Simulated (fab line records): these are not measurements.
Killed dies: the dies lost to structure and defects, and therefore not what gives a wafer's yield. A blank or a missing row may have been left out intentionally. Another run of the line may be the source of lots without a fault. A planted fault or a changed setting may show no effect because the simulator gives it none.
A lot that was struck, set against a sound lot / flow ritCmos / 17 steps out of a route of 202
Sound: these wafers, L121.1, L121.2, L121.6. The struck wafers were L139.1, L139.4, L139.5. At the end, the cause is stated.
At each step with rows: each side's tool, then ch and its chambers, then its first start. Under that, the readings that differ: sound wafers / struck wafers / difference of the means / sigmas: that difference in standard deviations of wafers without a fault.
alike: a reading whose means differ by less than 2 such deviations, as well as words and numbers matching on both sides. not compared: withheld readings; readings where some wafer has no value; bounds like >300 that might hide an equal value; numbers whose values overlap and for which the record gives no deviation.
Wherever a step has rows on one side only, a row that says differs or no value, or a row with sigmas, the two part there. Numbers that don't overlap but have no deviation are shown without sigmas and don't part them. A reading missing from all wafers of one side parts the sides only when that side holds two or more wafers.

RIT_NWELL_TW_MEAS_10:
  sound: filmMetro-04 at day 2 18:04; struck: filmMetro-02 at day 6 14:49
  alike: NWELL_TW
then, 6 steps without rows for these wafers: RIT_PWELL_HMDS_00 (prime time 60 s); RIT_PWELL_COAT_01 (resist thk 1300 nm); RIT_PWELL_SOFTBAKE_02 (time 60 s); RIT_PWELL_EXPOSE_03 (exposes mask M3, target cd 43700 nm); RIT_PWELL_PEB_04; RIT_PWELL_DEVELOP_05 (develop time 68 s).
RIT_PWELL_OVL_MEAS_06:
  sound: overlay-01 at day 2 19:06; struck: overlay-02 at day 6 15:53
  alike: PWELL_OVL
then, 2 steps without rows for these wafers: RIT_PWELL_HARDBAKE_07 (time 120 s); RIT_PWELL_IMPLANT_08.
RIT_PWELL_STRIP_09: strips in O2, time 180 s.
  sound on plasmaAsher-04 ch 0,1, day 2 19:32; struck on plasmaAsher-04 ch 0,1, day 6 16:19
  alike: drypumpMotorCurrentA
  not compared: rfHoursCounterH
RIT_PWELL_TW_MEAS_10:
  sound: filmMetro-03 at day 2 19:43; struck: filmMetro-04 at day 6 16:29
  alike: PWELL_TW
RIT_WELLDRIVE_ANNEAL_00: time 14700 s.
  sound on furnace-04 ch 0, day 2 19:46; struck on furnace-04 ch 0, day 6 16:35
reading=spikeTcCentreC (C); sound=1103.8 1101.7 1104.1; struck=1094.8 1096.4 1096.8; difference=-7.2; sigmas=-5
reading=spikeTcSourceC (C); sound=1126.0 1128.9 1126.9; struck=1118.6 1120.6 1118.6; difference=-8.0; sigmas=-6
reading=tubeCenterTempC (C); sound=1100 1099.9 1100; struck=1091.9 1091.9 1092; difference=-8.0; sigmas=-80
reading=tube_center_temp_C_max; sound=1102.6 1103.0 1103.3; struck=1094.6 1095.5 1093.9; difference=-8.3; sigmas=-18
  alike: zonePowerCentrePct
RIT_WELLDRIVE_RS_MEAS_01: uses a four-point probe to measure.
  sound: filmMetro-04 at day 3 00:51; struck: filmMetro-03 at day 6 21:40
reading=NWELL_RS (ohm/sq); sound=274.5 274.5 274.8; struck=283.7 283.7 284.4; difference=+9.3; sigmas=+12
RIT_WELLDRIVE_RS_MEAS_02: uses a four-point probe to measure.
  sound: filmMetro-04 at day 3 00:58; struck: filmMetro-03 at day 6 21:47
reading=PWELL_RS (ohm/sq); sound=429.0 429.8 430.0; struck=438.1 439.5 438.9; difference=+9.2; sigmas=+8
then, 1 step without rows for these wafers: RIT_NRETRO_HMDS_00 (prime time 60 s).
RIT_M1_PROBE_99:
  sound: prober-02 at day 4 06:29; struck: prober-02 at day 8 05:01
reading=model.etest.nwellPinched.rsOhmSq; sound=335.2 334.6 332.6; struck=347.5 349.8 346.8; difference=+13.9; sigmas=
reading=model.etest.pwellPinched.rsOhmSq; sound=453.6 460.6 455.9; struck=467.4 471.1 472.8; difference=+13.7; sigmas=
reading=model.etest.pwell.rsOhmSq; sound=414.9 420.1 415.3; struck=435 437.9 434.3; difference=+19; sigmas=
reading=model.etest.fieldN.vtV (V); sound=35.5 36.13 36.04; struck=36.78 37.64 36.76; difference=+1.17; sigmas=
reading=model.etest.fieldPMetal.vtV (V); sound=-28.88 -28.92 -29.21; struck=-28.57 -28.16 -28.49; difference=+0.60; sigmas=
reading=model.etest.fieldP.vtV (V); sound=-12.73 -12.86 -12.71; struck=-12.08 -12.2 -12.1; difference=+0.64; sigmas=
reading=model.etest.diodePplusNwell.bvV (V); sound=6.685 6.699 6.693; struck=6.531 6.542 6.532; difference=-0.157; sigmas=
reading=model.etest.diodePplusComb.cjFfUm2; sound=1.978 1.975 1.983; struck=2.019 2.012 2.019; difference=+0.038; sigmas=
  alike: killedAtContacts, killedAtFrontEnd, killedDies, killedOpen, killedShort

== WHERE THEY PART ==
Last at RIT_WELLDRIVE_RS_MEAS_02 as far as this record goes, first at RIT_WELLDRIVE_ANNEAL_00. Later steps at which nothing parts them and some readings are alike: RIT_M1_PROBE_99.

WHY: the cause the simulator had injected
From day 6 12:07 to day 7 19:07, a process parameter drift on furnace-04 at RIT_WELLDRIVE_ANNEAL_00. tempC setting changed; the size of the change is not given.
